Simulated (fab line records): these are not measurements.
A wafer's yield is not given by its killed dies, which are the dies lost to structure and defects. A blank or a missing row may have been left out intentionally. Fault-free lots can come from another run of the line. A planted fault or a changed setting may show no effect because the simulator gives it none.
fab line records	flow berkeleyCmos170
[record] lots = 5	wafers = 23
route steps=331 shown GATE@135 PLDD@146 NLDD@167 PSD@183 NSD@190 CONTACT@217
startH: the number of hours between the record's first day and the start of the first shown wafer of the lot	waitH: time in hours since the lot's previous step	" as in the row above	L1.1+2: one row covering several wafers at once	- either no value or no given start	* or withheld: withheld	< > ~ a bound
route shown NAME@n: NAME is a module with steps in the file, n the number in the route of the first one	usual: mean/standard deviation taken from wafers without a fault	same: alike in all rows	chamber/n: place in a boat	sites: each site's reading	_std_site: their standard deviation	_edge_site: mean of outer sites minus mean of inner sites	radiusMm: how far each site lies from the wafer's centre	mask NAME#n: copy n	behind: the tool/chamber that last shaped the wafer	hold: what put the lot on hold/how long, in hours/how the hold closed	device: the n, p or np transistor that did not switch	end of line: tests run on the same wafers once the route is complete	a step with no rows: only its recipe	killed: dies that structure and defects cost at the first sort, which is not the same as the wafer's yield	map: the dies of a wafer, with x for killed, . for not killed, _ for no die there
set.NAME: the setting the step ran with; set.NAME@STEP: the setting that earlier step ran with	model.NAME: the simulator's own value behind a step, which no gauge read
lots run with intentionally changed settings; tables by step, rows by wafer
[[steps]]
[step UCB170_GATE_EXPOSE_09]
[recipe] maskId = POLY	targetCdNm = 350	na = 0.5	sigmaOuter = 0.6	sourceShape = conventional	doseMj = 21
lot.wafer	tool	chamber	startH	waitH	mask	set.doseMj
L075.1+3+4	krfScanner-01	0	115.15	-	POLY#0	22.39
L075.2+5	"	0	"	"	POLY#0	21
L076.1+3+6	krfScanner-02	0	129.84	-	POLY#0	21
L076.4+5	"	0	"	"	POLY#0	21.58
L078.1+3+5	krfScanner-01	0	144.69	-	POLY#0	21
L079.1+2+3+5+6	krfScanner-02	0	144.93	-	POLY#0	21
L082.1+2+3	krfScanner-01	0	163.17	-	POLY#0	21
L082.4+6	"	0	"	"	POLY#0	19.77
[step UCB170_GATE_PEB_10]
[recipe] pebTempC = 130	pebTimeS = withheld	resist = KrF
[step UCB170_GATE_DEVELOP_11]
[recipe] developer = TMAH	developTimeS = 45	resist = KrF	devTempC = 21
[step UCB170_GATE_CD_MEAS_12]
[recipe] targetCdNm = 350
[usual] cdNm = 350.0/1.3
lot.wafer	tool	chamber	startH	waitH	set.doseMj@GATE_EXPOSE_09	cdNm
L075.1	cdSem-01	-	115.69	-	22.39	339.7
L075.2	"	-	"	"	21	350.9
L075.3	"	-	"	"	22.39	339.7
L075.4	"	-	"	"	22.39	339.1
L075.5	"	-	"	"	21	351.3
L076.1	cdSem-02	-	130.58	-	21	351.5
L076.3	"	-	"	"	21	352.1
L076.4	"	-	"	"	21.58	347.4
L076.5	"	-	"	"	21.58	347.5
L076.6	"	-	"	"	21	351.1
L078.1	cdSem-01	-	145.29	-	21	350.4
L078.3	"	-	"	"	21	350.2
L078.5	"	-	"	"	21	350.3
L079.1	cdSem-02	-	145.57	-	21	349.1
L079.2	"	-	"	"	21	350.9
L079.3	"	-	"	"	21	351.3
L079.5	"	-	"	"	21	350.6
L079.6	"	-	"	"	21	350.1
L082.1	cdSem-02	-	163.75	-	21	349.9
L082.2	"	-	"	"	21	348.0
L082.3	"	-	"	"	21	350.0
L082.4	"	-	"	"	19.77	358.0
L082.6	"	-	"	"	19.77	357.1
[step UCB170_GATE_ETCH_14]
[recipe] chemistry = N2/H2	targetDepthA = withheld	overetchA = withheld	target = BARC	timeS = withheld	sourceW = 500	biasW = 100	pressureMtorr = 30	n2FlowSccm = 100	h2FlowSccm = 200
lot.wafer	tool	chamber	startH	waitH	set.biasW
L075.1+4+5	rieDiel-02	0,0,3	115.85	0.0	107.6
L075.2+3	"	3,1	"	"	100
L076.1+3+4+5+6	rieDiel-02	2,1,3,1,0	130.74	0.0	100
L078.1+3+5	rieDiel-01	0,3,3	145.45	0.0	100
L079.1+2+3+5+6	rieDiel-04	3,1,2,3,0	145.72	0.0	100
L082.1+4+6	rieDiel-04	1,3,2	163.91	0.0	100
L082.2+3	"	0,2	"	"	89.59
[step UCB170_GATE_ETCH_15]
[recipe] chemistry = HBr/Cl2	target = poly-Si	stopOn = SiO2	overEtchFrac = 0.3	icpW = 300	biasW = 150	timeS = 56.3	pressureMtorr = 15	HBr_flow_sccm = 150	Cl2_flow_sccm = 50	targetDepthA = 2782
lot.wafer	tool	chamber	startH	waitH	set.doseMj@GATE_EXPOSE_09	model.GATE.cdNm
L075.1	rieSi-02	3	115.89	-	22.39	340
L075.2	"	0	"	"	21	350.1
L075.3	"	2	"	"	22.39	339.9
L075.4	"	1	"	"	22.39	339.2
L075.5	"	1	"	"	21	350.4
L076.1	rieSi-02	2	130.78	-	21	350.8
L076.3	"	3	"	"	21	352.9
L076.4	"	1	"	"	21.58	346.9
L076.5	"	0	"	"	21.58	347.8
L076.6	"	1	"	"	21	351.5
L078.1	rieSi-01	3	145.49	-	21	351
L078.3	"	1	"	"	21	350.9
L078.5	"	3	"	"	21	350.7
L079.1	rieSi-02	0	145.76	-	21	350.3
L079.2+3	"	2,3	"	"	21	351.3
L079.5	"	1	"	"	21	350.9
L079.6	"	0	"	"	21	350.1
L082.1	rieSi-01	3	163.95	-	21	349.8
L082.2	"	1	"	"	21	347.7
L082.3	"	0	"	"	21	349.5
L082.4	"	2	"	"	19.77	358.3
L082.6	"	0	"	"	19.77	357
[step UCB170_GATE_STRIP_16]
[recipe] chemistry = O2	powerW = 400	pressureMtorr = 3500	platenTempC = withheld	o2FlowSccm = 400	overashFraction = 0.5
[step UCB170_GATE_CD_MEAS_90]
[recipe] targetCdNm = 350
[usual] cdNm = 350.1/1.4
lot.wafer	tool	chamber	startH	waitH	set.doseMj@GATE_EXPOSE_09	cdNm
L075.1	cdSem-01	-	116.04	0.1	22.39	339.8
L075.2	"	-	"	"	21	350.5
L075.3	"	-	"	"	22.39	340.0
L075.4	"	-	"	"	22.39	338.9
L075.5	"	-	"	"	21	350.5
L076.1	cdSem-01	-	130.93	0.1	21	351.0
L076.3	"	-	"	"	21	352.9
L076.4	"	-	"	"	21.58	347.1
L076.5	"	-	"	"	21.58	347.8
L076.6	"	-	"	"	21	351.4
L078.1	cdSem-01	-	145.64	0.1	21	351.0
L078.3	"	-	"	"	21	351.1
L078.5	"	-	"	"	21	351.0
L079.1	cdSem-02	-	145.96	0.1	21	350.7
L079.2	"	-	"	"	21	351.0
L079.3	"	-	"	"	21	351.4
L079.5	"	-	"	"	21	351.4
L079.6	"	-	"	"	21	350.3
L082.1	cdSem-01	-	164.10	0.1	21	349.8
L082.2	"	-	"	"	21	347.8
L082.3	"	-	"	"	21	349.5
L082.4	"	-	"	"	19.77	358.2
L082.6	"	-	"	"	19.77	356.8
[step UCB170_PLDD_COAT_01]
[recipe] resist = KrF	spinRpm = 1500	resistThkNm = 900
lot.wafer	tool	chamber	startH	waitH	set.spinRpm	model.KrF_of_PLDD_COAT_01.thkNm
L075.1	lithoTrack-01	0	116.53	0.1	1500	898.6
L075.2	"	0	"	"	1555	881.8
L075.3	"	0	"	"	1555	882.3
L075.4	"	0	"	"	1555	883.6
L075.5	"	0	"	"	1500	898.3
L076.1	lithoTrack-01	0	131.66	0.1	1531	891.1
L076.3	"	0	"	"	1531	891.9
L076.4	"	0	"	"	1500	900
L076.5	"	0	"	"	1531	888.4
L076.6	"	0	"	"	1500	898.7
L078.1	lithoTrack-04	0	146.30	0.1	1500	899.8
L078.3	"	0	"	"	1500	901.6
L078.5	"	0	"	"	1500	898
L079.1	lithoTrack-04	0	146.75	0.1	1500	897.9
L079.2	"	0	"	"	1500	898.2
L079.3	"	0	"	"	1500	895.1
L079.5	"	0	"	"	1432	922.9
L079.6	"	0	"	"	1432	923.9
L082.1	lithoTrack-01	0	164.59	0.1	1500	902.4
L082.2	"	0	"	"	1500	901.3
L082.3	"	0	"	"	1500	902.2
L082.4	"	0	"	"	1500	902.1
L082.6	"	0	"	"	1500	901.6
[step UCB170_PLDD_SOFTBAKE_02]
[recipe] resist = KrF	tempC = 130	timeS = 60
[step UCB170_PLDD_EXPOSE_03]
[recipe] maskId = PSELECT	na = 0.5	sigmaOuter = 0.6	sourceShape = conventional	targetCdNm = 1200	doseMj = 30
[step UCB170_PLDD_IMPLANT_08]
[recipe] species = BF2	doseCm2 = 5e+13	energyKev = 10	tiltDeg = 7	rotationDeg = 0
[step UCB170_PLDD_IMPLANT_09]
[recipe] species = BF2	doseCm2 = 5e+13	energyKev = 10	tiltDeg = 7	rotationDeg = 180
[step UCB170_PLDD_STRIP_10]
[recipe] chemistry = O2	powerW = 400	pressureMtorr = 3500	platenTempC = withheld	o2FlowSccm = 400	overashFraction = 0.5
[usual] stripTimeToEndpointS = 21.60/0.061
lot.wafer	tool	chamber	startH	waitH	set.spinRpm@PLDD_COAT_01	stripTimeToEndpointS
L075.1	plasmaAsher-03	1	117.80	0.1	1500	21.59
L075.2	"	0	"	"	1555	21.20
L075.3	"	0	"	"	1555	21.20
L075.4	"	1	"	"	1555	21.23
L075.5	"	0	"	"	1500	21.58
L076.1	plasmaAsher-01	0	132.99	0.1	1531	21.42
L076.3	"	1	"	"	1531	21.42
L076.4	"	0	"	"	1500	21.61
L076.5	"	0	"	"	1531	21.34
L076.6	"	1	"	"	1500	21.60
L078.1	plasmaAsher-02	1	147.62	0.1	1500	21.60
L078.3	"	1	"	"	1500	21.67
L078.5	"	1	"	"	1500	21.58
L079.1	plasmaAsher-03	1	148.35	0.1	1500	21.59
L079.2	"	0	"	"	1500	21.59
L079.3	"	0	"	"	1500	21.50
L079.5	"	0	"	"	1432	22.17
L079.6	"	1	"	"	1432	22.22
L082.1	plasmaAsher-02	1	166.20	0.1	1500	21.68
L082.2	"	0	"	"	1500	21.67
L082.3	"	1	"	"	1500	21.67
L082.4	"	0	"	"	1500	21.69
L082.6	"	0	"	"	1500	21.67
[step UCB170_NLDD_IMPLANT_09]
[recipe] species = As	doseCm2 = 5e+13	energyKev = 30	tiltDeg = 7	rotationDeg = 180
lot.wafer	tool	chamber	startH	waitH	set.energyKev	model.implant.rpNm	model.implant.drpNm
L075.1+2+5	implanter-01	0	119.28	0.1	30	21.21	9.611
L075.3+4	"	0	"	"	31.55	22.05	9.973
L076.1+4+5	implanter-04	0	134.86	0.1	30	21.06	9.611
L076.3+6	"	0	"	"	30.63	21.39	9.758
L078.1+3+5	implanter-04	0	149.68	0.1	30	21.42	9.611
L079.1+2+6	implanter-01	0	150.39	0.1	30	20.81	9.611
L079.3+5	"	0	"	"	29.28	20.43	9.442
L082.1+4	implanter-01	0	168.68	0.1	30	20.6	9.611
L082.2+3+6	"	0	"	"	30.63	20.93	9.758
[step UCB170_PSD_IMPLANT_08]
[recipe] species = B	doseCm2 = 3e+15	energyKev = 20	tiltDeg = 7
lot.wafer	tool	chamber	startH	waitH	set.energyKev	model.implant.drpNm
L075.1+2+3+4+5	implanter-01	0	123.69	0.0	20	28.34
L076.1+3+4	implanter-01	0	142.59	0.0	20	28.34
L076.5+6	"	0	"	"	20.37	28.72
L078.1+3+5	implanter-01	0	156.57	0.0	20	28.34
L079.1+2+3+5+6	implanter-03	0	156.81	0.0	20	28.34
L082.1+2+4	implanter-01	0	174.65	0.0	20	28.34
L082.3+6	"	0	"	"	19.43	27.77
[step UCB170_PSD_STRIP_09]
[recipe] chemistry = O2	powerW = 400	pressureMtorr = 3500	platenTempC = withheld	o2FlowSccm = 400	overashFraction = 0.5
[usual] stripTimeToEndpointS = 29.43/0.072
lot.wafer	tool	chamber	startH	waitH	set.energyKev@PSD_IMPLANT_08	stripTimeToEndpointS
L075.1	plasmaAsher-02	1	123.84	0.1	20	29.48
L075.2	"	0	"	"	20	29.35
L075.3	"	0	"	"	20	29.37
L075.4	"	1	"	"	20	29.38
L075.5	"	0	"	"	20	29.40
L076.1	plasmaAsher-01	0	142.74	0.1	20	29.56
L076.3	"	0	"	"	20	29.51
L076.4	"	1	"	"	20	29.51
L076.5	"	0	"	"	20.37	29.67
L076.6	"	1	"	"	20.37	29.72
L078.1	plasmaAsher-04	1	156.72	0.1	20	29.45
L078.3	"	1	"	"	20	29.48
L078.5	"	1	"	"	20	29.44
L079.1	plasmaAsher-02	0	156.96	0.1	20	29.51
L079.2	"	1	"	"	20	29.48
L079.3	"	1	"	"	20	29.43
L079.5	"	1	"	"	20	29.52
L079.6	"	0	"	"	20	29.46
L082.1	plasmaAsher-04	0	174.80	0.1	20	29.43
L082.2	"	1	"	"	20	29.41
L082.3	"	0	"	"	19.43	29.16
L082.4	"	1	"	"	20	29.43
L082.6	"	1	"	"	19.43	29.08
[step UCB170_NSD_EXPOSE_03]
[recipe] maskId = NSELECT_MOD	na = 0.5	sigmaOuter = 0.6	sourceShape = conventional	targetCdNm = 1200	doseMj = 30
lot.wafer	tool	chamber	startH	waitH	mask	set.doseMj
L075.1+2+3+4+5	krfScanner-02	0	126.31	0.3	NSELECT_MOD#0	30
L076.1+4+6	krfScanner-02	0	145.34	0.1	NSELECT_MOD#0	30
L076.3+5	"	0	"	"	NSELECT_MOD#0	29.14
L078.1+3+5	krfScanner-02	0	159.75	0.1	NSELECT_MOD#0	30
L079.1+3	krfScanner-01	0	159.99	0.4	NSELECT_MOD#0	28.32
L079.2+5+6	"	0	"	"	NSELECT_MOD#0	30
L082.1+2+3+4+6	krfScanner-02	0	177.55	0.5	NSELECT_MOD#0	30
[step UCB170_NSD_PEB_04]
[recipe] pebTempC = 130	pebTimeS = withheld	resist = KrF
[step UCB170_NSD_DEVELOP_05]
[recipe] developer = TMAH	developTimeS = 45	resist = KrF	devTempC = 21
[step UCB170_NSD_CD_MEAS_06]
[recipe] targetCdNm = 1200
[usual] cdNm = 1199.7/1.5
lot.wafer	tool	chamber	startH	waitH	set.doseMj@NSD_EXPOSE_03	cdNm
L075.1	cdSem-02	-	126.70	-	30	1200.8
L075.2	"	-	"	"	30	1200.8
L075.3	"	-	"	"	30	1200.3
L075.4	"	-	"	"	30	1199.2
L075.5	"	-	"	"	30	1201.5
L076.1	cdSem-02	-	146.12	-	30	1197.7
L076.3	"	-	"	"	29.14	1193.2
L076.4	"	-	"	"	30	1200.2
L076.5	"	-	"	"	29.14	1193.2
L076.6	"	-	"	"	30	1198.1
L078.1	cdSem-01	-	160.30	-	30	1201.3
L078.3	"	-	"	"	30	1202.3
L078.5	"	-	"	"	30	1201.8
L079.1	cdSem-02	-	160.47	-	28.32	1188.5
L079.2	"	-	"	"	30	1199.7
L079.3	"	-	"	"	28.32	1188.2
L079.5	"	-	"	"	30	1198.4
L079.6	"	-	"	"	30	1199.2
L082.1	cdSem-01	-	178.13	-	30	1202.0
L082.2	"	-	"	"	30	1201.3
L082.3	"	-	"	"	30	1201.7
L082.4	"	-	"	"	30	1201.5
L082.6	"	-	"	"	30	1202.6
[step UCB170_CONTACT_CVD_01]
[recipe] material = PSG	targetThkNm = 700	tempC = 450	precursor = SiH4/O2/PH3	timeS = 2820	pressureMtorr = 300	sih4FlowSccm = 60	o2FlowSccm = 90	ph3FlowSccm = 25
lot.wafer	tool	chamber	startH	waitH	set.timeS	model.PSG_of_CONTACT_CVD_01.thkNm
L075.1	-	-	-	1.3	2476	610.6
L075.2	"	-	"	"	2476	612.5
L075.3	"	-	"	"	2476	611.7
L075.4	"	-	"	"	2476	614.6
L075.5	"	-	"	"	2476	608.8
L076.1	-	-	-	1.4	2820	694.2
L076.3	"	-	"	"	2820	690.9
L076.4	"	-	"	"	2820	689.6
L076.5	"	-	"	"	2820	694
L076.6	"	-	"	"	2820	694.8
L078.1	lpcvd-01	0	166.85	0.0	2820	697.5
L078.3	"	0	"	"	2820	702.6
L078.5	"	0	"	"	2820	704.3
L079.1	-	-	-	0.0	2709	662.5
L079.2	"	-	"	"	2709	666.1
L079.3	"	-	"	"	2709	662
L079.5	"	-	"	"	2709	658.9
L079.6	"	-	"	"	2709	665.1
L082.1	-	-	-	1.2	3047	750.6
L082.2	"	-	"	"	3047	751.6
L082.3	"	-	"	"	3047	750
L082.4	"	-	"	"	3047	753.7
L082.6	"	-	"	"	3047	755.6
[step UCB170_CONTACT_THK_MEAS_02]
[recipe] reads = PSG_of_CONTACT_CVD_01
[usual] CONTACT_PSG_THK = 693/6.1
lot.wafer	tool	chamber	startH	waitH	set.timeS@CONTACT_CVD_01	CONTACT_PSG_THK[nm]
L075.1	filmMetro-04	-	-	-	2476	611
L075.2	"	-	"	"	2476	613
L075.3	"	-	"	"	2476	612
L075.4	"	-	"	"	2476	615
L075.5	"	-	"	"	2476	609
L076.1	filmMetro-01	-	-	-	2820	695
L076.3	"	-	"	"	2820	691
L076.4	"	-	"	"	2820	689
L076.5	"	-	"	"	2820	694
L076.6	"	-	"	"	2820	695
L079.1	filmMetro-03	-	-	-	2709	662
L079.2	"	-	"	"	2709	666
L079.3	"	-	"	"	2709	662
L079.5	"	-	"	"	2709	659
L079.6	"	-	"	"	2709	665
L078.1	filmMetro-01	-	168.69	0.1	2820	697
L078.3	"	-	"	"	2820	703
L078.5	"	-	"	"	2820	705
L082.1	filmMetro-03	-	-	-	3047	751
L082.2	"	-	"	"	3047	752
L082.3	"	-	"	"	3047	750
L082.4	"	-	"	"	3047	753
L082.6	"	-	"	"	3047	756
[step UCB170_CONTACT_COAT_10]
[recipe] resist = KrF	spinRpm = 1500	resistThkNm = 900
lot.wafer	tool	chamber	startH	waitH	set.spinRpm	model.KrF_of_CONTACT_COAT_10.thkNm
L075.1	lithoTrack-04	0	-	-	1500	898
L075.2+3	"	0	"	"	1452	915
L075.4	"	0	"	"	1500	898.8
L075.5	"	0	"	"	1452	913.9
L076.1	lithoTrack-03	0	-	-	1500	902.8
L076.3	"	0	"	"	1403	929.8
L076.4	"	0	"	"	1403	930.6
L076.5	"	0	"	"	1500	901.7
L076.6	"	0	"	"	1500	900.2
L079.1	lithoTrack-01	0	-	-	1415	927.3
L079.2	"	0	"	"	1415	922.1
L079.3	"	0	"	"	1500	893
L079.5	"	0	"	"	1415	920.6
L079.6	"	0	"	"	1500	893.9
L078.1	lithoTrack-04	0	-	-	1500	900.1
L078.3	"	0	"	"	1500	899.7
L078.5	"	0	"	"	1500	896.5
L082.1	lithoTrack-04	0	-	-	1500	898.6
L082.2	"	0	"	"	1500	901.2
L082.3	"	0	"	"	1500	896.3
L082.4	"	0	"	"	1500	900.8
L082.6	"	0	"	"	1500	900.3
[step UCB170_CONTACT_SOFTBAKE_11]
[recipe] resist = KrF	tempC = 130	timeS = 60
[step UCB170_CONTACT_EXPOSE_12]
[recipe] maskId = CONT	targetCdNm = 700	na = 0.5	sigmaOuter = 0.6	sourceShape = conventional	doseMj = 35
[step UCB170_CONTACT_ETCH_17]
[recipe] chemistry = N2/H2	targetDepthA = withheld	overetchA = withheld	target = BARC	timeS = withheld	sourceW = 500	biasW = 100	pressureMtorr = 30	n2FlowSccm = 100	h2FlowSccm = 200
[step UCB170_CONTACT_ETCH_18]
[recipe] chemistry = CHF3/CF4/Ar	target = PSG	stopOn = TiSi2	CHF3_flow_sccm = 45	cf4FlowSccm = 15	Ar_flow_sccm = 150	pressureMtorr = 200	rfW = 700	targetDepthA = 8400	overEtchFrac = 0.2	timeS = 195
lot.wafer	tool	chamber	startH	waitH	set.timeS@CONTACT_CVD_01	set.spinRpm@CONTACT_COAT_10	model.CONTACT.featureDepthNm	model.etch.depthNm	model.KrF_of_CONTACT_COAT_10.thkNm
L075.1	rieDiel-04	0	-	-	2476	1500	610.6	-	690.5
L075.2	"	1	"	"	2476	1452	612.5	-	705.6
L075.3	"	3	"	"	2476	1452	611.7	-	705.3
L075.4	"	2	"	"	2476	1500	614.6	614.6	690.9
L075.5	"	1	"	"	2476	1452	608.8	608.8	704.6
L076.1	rieDiel-04	0	-	-	2820	1500	694.2	-	692.2
L076.3	"	3	"	"	2820	1403	690.9	690.9	716.1
L076.4	"	2	"	"	2820	1403	689.6	-	718.2
L076.5	"	3	"	"	2820	1500	694	694	686.9
L076.6	"	2	"	"	2820	1500	694.8	-	688.9
L079.1	rieDiel-04	2	-	-	2709	1415	662.5	662.5	718.1
L079.2	"	1	"	"	2709	1415	666.1	666.1	712.6
L079.3	"	0	"	"	2709	1500	662	662	686.8
L079.5	"	0	"	"	2709	1415	658.9	658.9	714.2
L079.6	"	1	"	"	2709	1500	665.1	665.1	684.1
L078.1	rieDiel-02	2	-	-	2820	1500	697.5	697.5	692.4
L078.3	"	1	"	"	2820	1500	702.6	702.6	693.4
L078.5	"	1	"	"	2820	1500	704.3	704.3	690.5
L082.1	rieDiel-04	3	-	-	3047	1500	750.6	-	693.9
L082.2	"	0	"	"	3047	1500	751.6	751.6	697
L082.3	"	2	"	"	3047	1500	750	-	687
L082.4	"	1	"	"	3047	1500	753.7	753.7	693.7
L082.6	"	0	"	"	3047	1500	755.6	755.6	694.4
[[key]]
[split] step = UCB170_GATE_EXPOSE_09	setting = doseMj	stated = 21	by = wafer
[response] step = UCB170_GATE_CD_MEAS_12	reading = cdNm	change = -1.59	per = 1%	r = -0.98
[response] step = UCB170_GATE_ETCH_15	reading = model.GATE.cdNm	change = -1.55	per = 1%	r = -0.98
[response] step = UCB170_GATE_CD_MEAS_90	reading = cdNm	change = -1.56	per = 1%	r = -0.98
[split] step = UCB170_GATE_ETCH_14	setting = biasW	stated = 100	by = wafer
response none clear
[split] step = UCB170_PLDD_COAT_01	setting = spinRpm	stated = 1500	by = wafer
[response] step = UCB170_PLDD_COAT_01	reading = model.KrF_of_PLDD_COAT_01.thkNm	change = -5.13	per = 1%	r = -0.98
[response] step = UCB170_PLDD_STRIP_10	reading = stripTimeToEndpointS	change = *	per = 1%	r = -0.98
[split] step = UCB170_NLDD_IMPLANT_09	setting = energyKev	stated = 30	by = wafer
[response] step = UCB170_NLDD_IMPLANT_09	reading = model.implant.rpNm	change = +0.16	per = 1%	r = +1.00
[response] step = UCB170_NLDD_IMPLANT_09	reading = model.implant.drpNm	change = +0.0702	per = 1%	r = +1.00
[split] step = UCB170_PSD_IMPLANT_08	setting = energyKev	stated = 20	by = wafer
[response] step = UCB170_PSD_IMPLANT_08	reading = model.implant.drpNm	change = +0.201	per = 1%	r = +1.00
[response] step = UCB170_PSD_STRIP_09	reading = stripTimeToEndpointS	change = *	per = 1%	r = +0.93
[split] step = UCB170_NSD_EXPOSE_03	setting = doseMj	stated = 30	by = wafer
[response] step = UCB170_NSD_CD_MEAS_06	reading = cdNm	change = +1.92	per = 1%	r = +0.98
[split] step = UCB170_CONTACT_CVD_01	setting = timeS	stated = 2820	by = lot
[response] step = UCB170_CONTACT_CVD_01	reading = model.PSG_of_CONTACT_CVD_01.thkNm	change = +7	per = 1%	r = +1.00
[response] step = UCB170_CONTACT_THK_MEAS_02	reading = CONTACT_PSG_THK	change = +7	per = 1%	r = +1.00
[response] step = UCB170_CONTACT_ETCH_18	reading = model.CONTACT.featureDepthNm	change = +7	per = 1%	r = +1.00
[response] step = UCB170_CONTACT_ETCH_18	reading = model.etch.depthNm	change = +7.18	per = 1%	r = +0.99
[split] step = UCB170_CONTACT_COAT_10	setting = spinRpm	stated = 1500	by = wafer
[response] step = UCB170_CONTACT_COAT_10	reading = model.KrF_of_CONTACT_COAT_10.thkNm	change = -4.83	per = 1%	r = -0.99
[response] step = UCB170_CONTACT_ETCH_18	reading = model.KrF_of_CONTACT_COAT_10.thkNm	change = -4.68	per = 1%	r = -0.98
